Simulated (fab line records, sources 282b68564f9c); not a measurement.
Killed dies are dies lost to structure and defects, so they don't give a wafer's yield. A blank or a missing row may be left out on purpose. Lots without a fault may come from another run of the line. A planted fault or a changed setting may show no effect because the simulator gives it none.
One fault seen from 2 desks | flow rit_cmos | each desk has only its own numbers; what lay behind them comes last

THE METROLOGY DESK
What the gauges read, lot by lot, whatever tool the lot ran on: means of the sampled wafers that have a number. A lot is out of limits, marked OUT, if its mean lies more than 4 standard deviations from the usual mean; the brackets give that distance.
Columns: A = cd_nm at RIT_ACTIVE_CD_MEAS_90, usual 1400.2 nm; B = cd_nm at RIT_GATE_CD_MEAS_16, usual 150.6 nm; C = cd_nm at RIT_GATE_CD_MEAS_90, usual 150.6 nm; D = NLDD_TW at RIT_NLDD_TW_MEAS_10, usual 2525; E = NLDD_RS at RIT_SDANNEAL_RS_MEAS_07, usual 151.9 ohm/sq
lot  | first seen here | A      | B     | C     | D              | E
L622 | day 1 20:02     | 1403.4 | 147.7 | 147.4 | 2517           | 151.3
L623 | day 2 01:12     | 1399.3 | 147.9 | 147.8 | 2517           | 152.3
L624 | day 2 06:01     | 1399.1 | 151.1 | 151.0 | 2522           | 152.3
L626 | day 2 16:01     | 1402.5 | 152.0 | 151.6 | 2509           | 152.0
L627 | day 2 21:04     | 1403.7 | 153.5 | 153.5 | 2503           | 152.0
L628 | day 3 04:08     | 1396.9 | 148.2 | 148.0 | 2534           | 152.1
L629 | day 3 07:10     | 1401.2 | 149.8 | 150.1 | 2497           | 152.5
L631 | day 3 17:08     | 1401.1 | 151.8 | 151.7 | 2499           | 151.9
L632 | day 3 22:08     | 1399.2 | 151.5 | 151.5 | 2550           | 151.3
L633 | day 4 04:04     | 1402.3 | 149.5 | 149.5 | 2530           | 152.4
L634 | day 4 08:18     | 1402.1 | 155.9 | 155.6 | 2554           | 151.1
L635 | day 4 13:10     | 1396.1 | 149.5 | 149.5 | 2538           | 150.9
L643 | day 6 05:17     | 1401.0 | 149.9 | 150.3 | 2767 (+14) OUT | 114.1 (-71) OUT
L644 | day 6 10:01     | 1399.9 | 147.9 | 147.7 | 2766 (+14) OUT | 113.9 (-72) OUT
This desk's finding: out of limits on L643, L644; first on L643, day 7 07:56 (NLDD_TW at RIT_NLDD_TW_MEAS_10). In limits: L622, L623, L624, L626, L627, L628, L629, L631, L632, L633, L634, L635.

THE TOOL OWNER'S DESK: implanter-04
The tool's own readings at RIT_NLDD_IMPLANT_08: means of the sampled wafers that have a number, for each lot that ran on this tool. A lot is out of limits, marked OUT, if its mean lies more than 4 standard deviations from the usual mean; the brackets give that distance.
Columns: A = beam_on_s at RIT_NLDD_IMPLANT_08, usual 10.04 s; B = faraday_current_uA at RIT_NLDD_IMPLANT_08, usual 1567
lot  | first seen here | A               | B
L624 | day 3 10:03     | 10.08           | 1567
L632 | day 5 02:25     | 10.04           | 1568
L634 | day 5 15:41     | 10.14           | 1554
L635 | day 5 18:20     | 9.91            | 1587
L643 | day 7 07:37     | 14.45 (+23) OUT | 1088 (-17) OUT
L644 | day 7 13:44     | 13.99 (+21) OUT | 1125 (-15) OUT
This desk's finding: out of limits on L643, L644; first on L643, day 7 07:37 (beam_on_s at RIT_NLDD_IMPLANT_08). In limits: L624, L632, L634, L635.

PUT TOGETHER
The tool owner's desk could have raised an alarm at day 7 07:37, on L643, L644.
The metrology desk could have raised an alarm at day 7 07:56, on L643, L644.
Of the lots named, all ran RIT_NLDD_IMPLANT_08 on implanter-04.

WHAT THE SIMULATOR HAD PUT IN
Process parameter drift: implanter-04, from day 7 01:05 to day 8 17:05, at RIT_NLDD_IMPLANT_08. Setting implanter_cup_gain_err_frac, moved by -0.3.
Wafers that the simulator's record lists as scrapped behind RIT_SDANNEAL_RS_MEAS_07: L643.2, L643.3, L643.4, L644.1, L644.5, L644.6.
Lots struck among those shown: L643, L644.
Hours from the fault's start to each desk's first reading out of limits: the tool owner's desk, 7; the metrology desk, 7.
